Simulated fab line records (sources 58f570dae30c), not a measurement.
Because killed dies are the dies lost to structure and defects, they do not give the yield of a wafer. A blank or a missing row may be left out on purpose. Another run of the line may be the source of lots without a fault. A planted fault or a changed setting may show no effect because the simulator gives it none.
Commonality check across tools | flow berkeley_cmos170 | 13 lots, 39 wafers sampled

WHY IT WAS OPENED
At UCB170_ACTIVE_THK_MEAS_06 the reading ACTIVE_NITRIDE_THK is flagged on 1 of 13 lots. No-fault wafers: 219.5 nm, standard deviation 1.9.
Rule: a lot is flagged when every wafer of it that has a number lies more than 4 standard deviations from that mean, or none has a number. All remaining lots are regarded as sound.

lot  | measured    | on            | ACTIVE_NITRIDE_THK (nm), wafer by wafer | flag
L554 | day 4 06:58 | film_metro-03 | 220.1 220.3 218.7                       |
L556 | day 4 17:31 | film_metro-03 | 221.2 220.7 223.2                       |
L558 | day 4 23:51 | film_metro-04 | 220.9 219.0 221.6                       |
L557 | day 4 23:53 | film_metro-03 | 216.4 219.7 217.5                       |
L560 | day 5 11:47 | film_metro-04 | 223.3 221.7 222.1                       |
L561 | day 5 11:47 | film_metro-01 | 217.4 219.1 220.5                       |
L562 | day 5 17:31 | film_metro-01 | 220.4 221.6 221.0                       |
L563 | day 5 23:36 | film_metro-03 | 220.5 220.3 220.6                       |
L564 | day 5 23:36 | film_metro-01 | 219.3 219.9 219.7                       |
L566 | day 6 11:43 | film_metro-01 | 211.5 211.2 211.3                       | FLAGGED
L574 | day 8 13:46 | film_metro-03 | 219.1 219.2 219.4                       |
L575 | day 8 13:46 | film_metro-04 | 220.0 220.6 220.2                       |
L576 | day 9 03:26 | film_metro-01 | 218.3 219.8 218.7                       |
The numbers of the flagged lots are 211.3 nm on average: -8.2 nm against the usual, or -4 standard deviations.

WHICH TOOL RAN EACH LOT
The record keeps 1 process step preceding the reading, out of 331 steps on the route. Every cell lists first the tool, next ch and the chambers used by the sampled wafers, and last the start.
lot  | flag    | UCB170_ACTIVE_CVD_05
L554 |         | lpcvd-01 ch 1, day 4 05:02
L556 |         | lpcvd-01 ch 1, day 4 15:36
L558 |         | lpcvd-01 ch 0, day 4 21:56
L557 |         | lpcvd-01 ch 1, day 4 21:56
L560 |         | lpcvd-02 ch 1, day 5 08:55
L561 |         | lpcvd-02 ch 1, day 5 08:55
L562 |         | lpcvd-01 ch 1, day 5 15:35
L563 |         | lpcvd-01 ch 0, day 5 21:41
L564 |         | lpcvd-01 ch 1, day 5 21:41
L566 | FLAGGED | lpcvd-01 ch 1, day 6 09:47
L574 |         | lpcvd-02 ch 0, day 8 11:52
L575 |         | lpcvd-02 ch 1, day 8 11:52
L576 |         | lpcvd-01 ch 1, day 9 01:31
What these steps do:
- UCB170_ACTIVE_CVD_05: deposits Si3N4 from SiH2Cl2/NH3, target thk 220 nm, time 3300 s.
- UCB170_ACTIVE_THK_MEAS_06

FLAGGED AGAINST TOTAL, ONE TOOL AT A TIME (gauges that did the reading follow at the end)
step                      | tool          | lots run | flagged | share of the flagged lots | sound lots run after its first flagged lot
UCB170_ACTIVE_CVD_05      | lpcvd-01      | 9        | 1       | all                       | 1 (L576)
UCB170_ACTIVE_CVD_05      | lpcvd-02      | 4        | 0       | none                      | -
UCB170_ACTIVE_THK_MEAS_06 | film_metro-01 | 5        | 1       | all                       | 1 (L576)
UCB170_ACTIVE_THK_MEAS_06 | film_metro-03 | 5        | 0       | none                      | -
UCB170_ACTIVE_THK_MEAS_06 | film_metro-04 | 3        | 0       | none                      | -

WHAT THE TABLE ALLOWS
In 2 table rows, all flagged lots were run: lpcvd-01 (UCB170_ACTIVE_CVD_05), film_metro-01 (UCB170_ACTIVE_THK_MEAS_06).
- lpcvd-01 at UCB170_ACTIVE_CVD_05 ran 9 lots, 1 of them flagged. Sound lots ran on it after the first flagged one (L576), which a lasting fault on the whole tool wouldn't allow.
- film_metro-01 at UCB170_ACTIVE_THK_MEAS_06 ran 5 lots, 1 of them flagged. Sound lots ran on it after the first flagged one (L576), which a lasting fault on the whole tool wouldn't allow.
None of the table's rows ran every flagged lot and, after the first, no sound lot.

WHAT THE SIMULATOR HAD PUT IN
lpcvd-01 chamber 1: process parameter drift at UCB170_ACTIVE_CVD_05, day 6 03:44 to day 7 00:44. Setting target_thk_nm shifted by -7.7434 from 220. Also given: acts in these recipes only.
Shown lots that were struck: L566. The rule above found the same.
